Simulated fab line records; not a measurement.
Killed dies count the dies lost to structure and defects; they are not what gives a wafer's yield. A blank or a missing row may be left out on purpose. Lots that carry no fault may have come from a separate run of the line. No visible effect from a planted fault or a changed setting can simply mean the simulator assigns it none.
Check for tools in common	flow berkeleyCmos170	14 lots and 42 wafers in the sample

WHAT PROMPTED THE OPENING
Of 14 lots, 2 have the reading V1_POLISHED_THK flagged at UCB170_V1_THK_MEAS_04. Fault-free wafers read 1000.1 nm, with a standard deviation of 1.1.
Rule: a lot is flagged in two cases, either no wafer of it has a number, or all its wafers with numbers fall more than 4 standard deviations from that mean. The other lots count as sound.

lot	measured	on	V1_POLISHED_THK (nm), wafer by wafer	flag
L695	day 8 20:25	filmMetro-04	1002.1 1000.6 999.8	
L692	day 8 21:45	filmMetro-04	1000.7 999.3 998.6	
L694	day 8 23:05	filmMetro-04	996.9 1000.0 998.9	
L697	day 9 00:24	filmMetro-03	999.7 999.5 999.1	
L696	day 9 01:44	filmMetro-04	999.0 999.7 997.7	
L699	day 9 21:35	filmMetro-03	999.3 1001.0 1000.7	
L698	day 9 23:00	filmMetro-03	1001.2 1002.6 1000.5	
L700	day 10 00:15	filmMetro-01	999.5 999.7 999.0	
L702	day 10 17:28	filmMetro-04	998.6 999.8 1000.0	
L706	day 11 04:01	filmMetro-01	999.8 999.5 1000.3	
L707	day 11 04:01	filmMetro-04	1001.2 1000.4 999.8	
L712	day 12 06:05	filmMetro-03	999.2 998.6 1000.2	
L713	day 12 14:13	filmMetro-03	924.2 924.0 925.2	FLAGGED
L715	day 13 00:39	filmMetro-01	926.0 926.6 926.2	FLAGGED
The mean of the flagged lots' numbers is 925.4 nm, -74.7 nm from the usual (-68 standard deviations).

TOOL THAT RAN EACH LOT
The record holds 1 process step before the reading, out of a route of 331 steps. Read each cell as the tool, then ch plus the chambers that the sampled wafers visited, then the start.
lot	flag	UCB170_V1_CMP_02
L695		cmp-01 ch 0,1,3, day 8 20:05
L692		cmp-02 ch 0,1,2, day 8 21:19
L694		cmp-02 ch 0,3, day 8 22:42
L697		cmp-02 ch 0,1, day 8 23:59
L696		cmp-01 ch 0,1,2, day 9 01:19
L699		cmp-02 ch 1,2,3, day 9 21:10
L698		cmp-01 ch 0,3, day 9 22:34
L700		cmp-02 ch 0,1,3, day 9 23:50
L702		cmp-01 ch 1,2, day 10 17:02
L706		cmp-01 ch 0,2, day 11 03:35
L707		cmp-02 ch 1,2,3, day 11 03:35
L712		cmp-02 ch 1,2,3, day 12 05:40
L713	FLAGGED	cmp-02 ch 2,3, day 12 13:48
L715	FLAGGED	cmp-02 ch 0,1,3, day 13 00:13
What the steps here do:
- UCB170_V1_CMP_02: polishes SiO2.
- UCB170_V1_THK_MEAS_04

FLAGGED AGAINST TOTAL, ONE TOOL AT A TIME (gauges that did the reading follow at the end)
step	tool	lots run	flagged	share of the flagged lots	sound lots run after its first flagged lot
UCB170_V1_CMP_02	cmp-01	5	0	none	-
UCB170_V1_CMP_02	cmp-02	9	2	all	0
UCB170_V1_THK_MEAS_04	filmMetro-01	3	1	some	0
UCB170_V1_THK_MEAS_04	filmMetro-03	5	1	some	0
UCB170_V1_THK_MEAS_04	filmMetro-04	6	0	none	-

WHAT THE TABLE PERMITS
Rows of the table that ran each flagged lot: 1, that is cmp-02 at UCB170_V1_CMP_02.
- cmp-02 at UCB170_V1_CMP_02: 2 of its 9 lots flagged. It ran its last sound lot, L712, at day 12 05:40 and its first flagged lot, L713, at day 12 13:48: a fault with its onset between the two fits.
Left over: one tool, cmp-02 at UCB170_V1_CMP_02.

WHAT THE SIMULATOR PUT IN
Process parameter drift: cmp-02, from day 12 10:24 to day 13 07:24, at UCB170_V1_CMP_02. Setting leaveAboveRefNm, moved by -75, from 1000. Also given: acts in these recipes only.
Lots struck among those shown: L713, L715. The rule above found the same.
